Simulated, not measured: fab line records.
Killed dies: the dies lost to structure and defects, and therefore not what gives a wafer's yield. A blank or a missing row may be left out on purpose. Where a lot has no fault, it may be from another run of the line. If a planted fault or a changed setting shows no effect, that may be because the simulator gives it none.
Which tool did it? || flow ritCmos || 45 wafers from 15 lots sampled at 2 of the route's 202 steps

== WHAT THE GAUGES SHOWED, per wafer ==
Not one reading of a measure or inspect step in the record can be checked against a usual standard deviation.

== WHICH TOOL RAN EACH LOT (tool, then ch and the chambers of the sampled wafers, then the start) ==
{"lot": "L214", "RIT_SILICIDE_RTA_04": "rtpAnneal-01 ch 0, day 3 03:22", "RIT_M1_PROBE_99": "prober-02, day 3 09:59"}
{"lot": "L215", "RIT_SILICIDE_RTA_04": "rtpAnneal-02 ch 0, day 3 08:16", "RIT_M1_PROBE_99": "prober-01, day 3 16:00"}
{"lot": "L216", "RIT_SILICIDE_RTA_04": "rtpAnneal-01 ch 0, day 3 13:40", "RIT_M1_PROBE_99": "prober-02, day 3 21:22"}
{"lot": "L217", "RIT_SILICIDE_RTA_04": "rtpAnneal-02 ch 0, day 3 17:24", "RIT_M1_PROBE_99": "prober-01, day 4 00:02"}
{"lot": "L218", "RIT_SILICIDE_RTA_04": "rtpAnneal-01 ch 0, day 3 23:23", "RIT_M1_PROBE_99": "prober-02, day 4 06:31"}
{"lot": "L219", "RIT_SILICIDE_RTA_04": "rtpAnneal-02 ch 0, day 4 06:44", "RIT_M1_PROBE_99": "prober-01, day 4 13:50"}
{"lot": "L220", "RIT_SILICIDE_RTA_04": "rtpAnneal-01 ch 0, day 4 08:46", "RIT_M1_PROBE_99": "prober-02, day 4 15:31"}
{"lot": "L222", "RIT_SILICIDE_RTA_04": "rtpAnneal-01 ch 0, day 4 19:23", "RIT_M1_PROBE_99": "prober-02, day 5 02:06"}
{"lot": "L224", "RIT_SILICIDE_RTA_04": "rtpAnneal-01 ch 0, day 5 06:58", "RIT_M1_PROBE_99": "prober-02, day 5 14:07"}
{"lot": "L226", "RIT_SILICIDE_RTA_04": "rtpAnneal-01 ch 0, day 5 15:14", "RIT_M1_PROBE_99": "prober-02, day 5 21:55"}
{"lot": "L228", "RIT_SILICIDE_RTA_04": "rtpAnneal-01 ch 0, day 6 07:10", "RIT_M1_PROBE_99": "prober-02, day 6 13:52"}
{"lot": "L231", "RIT_SILICIDE_RTA_04": "rtpAnneal-02 ch 0, day 6 17:20", "RIT_M1_PROBE_99": "prober-01, day 7 00:17"}
{"lot": "L233", "RIT_SILICIDE_RTA_04": "rtpAnneal-02 ch 0, day 7 04:10", "RIT_M1_PROBE_99": "prober-01, day 7 11:38"}
{"lot": "L235", "RIT_SILICIDE_RTA_04": "rtpAnneal-02 ch 0, day 7 11:41", "RIT_M1_PROBE_99": "prober-01, day 7 18:47"}
{"lot": "L237", "RIT_SILICIDE_RTA_04": "rtpAnneal-02 ch 0, day 7 22:16", "RIT_M1_PROBE_99": "prober-01, day 8 04:52"}
- RIT_SILICIDE_RTA_04: time 10 s, ramp up 5 s, ramp down 5 s.
- RIT_M1_PROBE_99

== WHAT THE TOOLS THEMSELVES READ (means of the sampled wafers that have a number; where no wafer has one, the mark that the record gives instead) ==
RIT_SILICIDE_RTA_04. Usual: wafer_temp_C_max 653.4, standard deviation 0.85.
{"lot": "L214", "tool": "rtpAnneal-01", "wafer_temp_C_max": 653.8, "flag": ""}
{"lot": "L215", "tool": "rtpAnneal-02", "wafer_temp_C_max": 653.2, "flag": ""}
{"lot": "L216", "tool": "rtpAnneal-01", "wafer_temp_C_max": 654.2, "flag": ""}
{"lot": "L217", "tool": "rtpAnneal-02", "wafer_temp_C_max": 652.7, "flag": ""}
{"lot": "L218", "tool": "rtpAnneal-01", "wafer_temp_C_max": 653.9, "flag": ""}
{"lot": "L219", "tool": "rtpAnneal-02", "wafer_temp_C_max": 652.7, "flag": ""}
{"lot": "L220", "tool": "rtpAnneal-01", "wafer_temp_C_max": 654.2, "flag": ""}
{"lot": "L222", "tool": "rtpAnneal-01", "wafer_temp_C_max": 653.6, "flag": ""}
{"lot": "L224", "tool": "rtpAnneal-01", "wafer_temp_C_max": 723.3, "flag": "OFF"}
{"lot": "L226", "tool": "rtpAnneal-01", "wafer_temp_C_max": 723.6, "flag": "OFF"}
{"lot": "L228", "tool": "rtpAnneal-01", "wafer_temp_C_max": 724.0, "flag": "OFF"}
{"lot": "L231", "tool": "rtpAnneal-02", "wafer_temp_C_max": 652.5, "flag": ""}
{"lot": "L233", "tool": "rtpAnneal-02", "wafer_temp_C_max": 652.6, "flag": ""}
{"lot": "L235", "tool": "rtpAnneal-02", "wafer_temp_C_max": 652.2, "flag": ""}
{"lot": "L237", "tool": "rtpAnneal-02", "wafer_temp_C_max": 652.0, "flag": ""}

RIT_M1_PROBE_99. Usual: killedAtFrontEnd 7, standard deviation 3.1; killedDies 7, standard deviation 3.1; killedOpen 3.6, standard deviation 2.1; killedShort 3.2, standard deviation 2.
{"lot": "L214", "tool": "prober-02", "killedAtFrontEnd": 8, "killedDies": 8, "killedOpen": 4.3, "killedShort": 3.7, "flag": ""}
{"lot": "L215", "tool": "prober-01", "killedAtFrontEnd": 9, "killedDies": 9, "killedOpen": 4.0, "killedShort": 5.3, "flag": ""}
{"lot": "L216", "tool": "prober-02", "killedAtFrontEnd": 6, "killedDies": 6, "killedOpen": 3.3, "killedShort": 2.3, "flag": ""}
{"lot": "L217", "tool": "prober-01", "killedAtFrontEnd": 8, "killedDies": 8, "killedOpen": 5.0, "killedShort": 2.7, "flag": ""}
{"lot": "L218", "tool": "prober-02", "killedAtFrontEnd": 8, "killedDies": 8, "killedOpen": 4.3, "killedShort": 3.3, "flag": ""}
{"lot": "L219", "tool": "prober-01", "killedAtFrontEnd": 4, "killedDies": 4, "killedOpen": 1.0, "killedShort": 3.0, "flag": ""}
{"lot": "L220", "tool": "prober-02", "killedAtFrontEnd": 7, "killedDies": 7, "killedOpen": 4.7, "killedShort": 2.7, "flag": ""}
{"lot": "L222", "tool": "prober-02", "killedAtFrontEnd": 4, "killedDies": 4, "killedOpen": 4.0, "killedShort": 0.0, "flag": ""}
{"lot": "L224", "tool": "prober-02", "killedAtFrontEnd": 7, "killedDies": 7, "killedOpen": 4.0, "killedShort": 3.3, "flag": ""}
{"lot": "L226", "tool": "prober-02", "killedAtFrontEnd": 6, "killedDies": 6, "killedOpen": 2.7, "killedShort": 3.3, "flag": ""}
{"lot": "L228", "tool": "prober-02", "killedAtFrontEnd": 10, "killedDies": 10, "killedOpen": 5.0, "killedShort": 5.0, "flag": ""}
{"lot": "L231", "tool": "prober-01", "killedAtFrontEnd": 5, "killedDies": 5, "killedOpen": 2.0, "killedShort": 3.3, "flag": ""}
{"lot": "L233", "tool": "prober-01", "killedAtFrontEnd": 8, "killedDies": 8, "killedOpen": 4.3, "killedShort": 3.3, "flag": ""}
{"lot": "L235", "tool": "prober-01", "killedAtFrontEnd": 5, "killedDies": 5, "killedOpen": 2.7, "killedShort": 2.3, "flag": ""}
{"lot": "L237", "tool": "prober-01", "killedAtFrontEnd": 11, "killedDies": 11, "killedOpen": 5.7, "killedShort": 5.0, "flag": ""}

== THE ANSWER, worked out from the rows above alone ==
Rule: lot off if the mean of its wafers having a number is beyond 3 standard deviations from the usual mean. Also off: a lot with no number at a reading for which 4 or more lots have one. Any other lot the step has rows for is counted as sound. The gauges are gone through in route order, then the tools' own readings, and for those a lot's mean is taken as printed above. The first step at which some lot is off is used, and at that step the reading that is off furthest; a lot without a number counts as furthest.
Off at RIT_SILICIDE_RTA_04 (wafer_temp_C_max): L224, L226, L228.
A tool fits if, at that step or a process step before it, it ran every lot that is off, and no sound lot after the first of them. One candidate fits, namely rtpAnneal-01 at RIT_SILICIDE_RTA_04. Its last sound lot is L222 (day 4 19:23), its first lot that is off L224 (day 5 06:58): a fault that began between those two fits.
On the lots that are off, the tool's own readings at RIT_SILICIDE_RTA_04 differ by more than 5 times the standard deviation of the sound lots' means, which bears it out; wafer_temp_C_max reads 723.6 there versus 653.1 on the sound lots.

== WHAT THE SIMULATOR HAD PUT IN ==
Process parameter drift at RIT_SILICIDE_RTA_04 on rtpAnneal-01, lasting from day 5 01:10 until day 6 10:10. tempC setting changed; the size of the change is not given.
Struck lots among those shown: L224, L226, L228. The rule above reached the same finding.
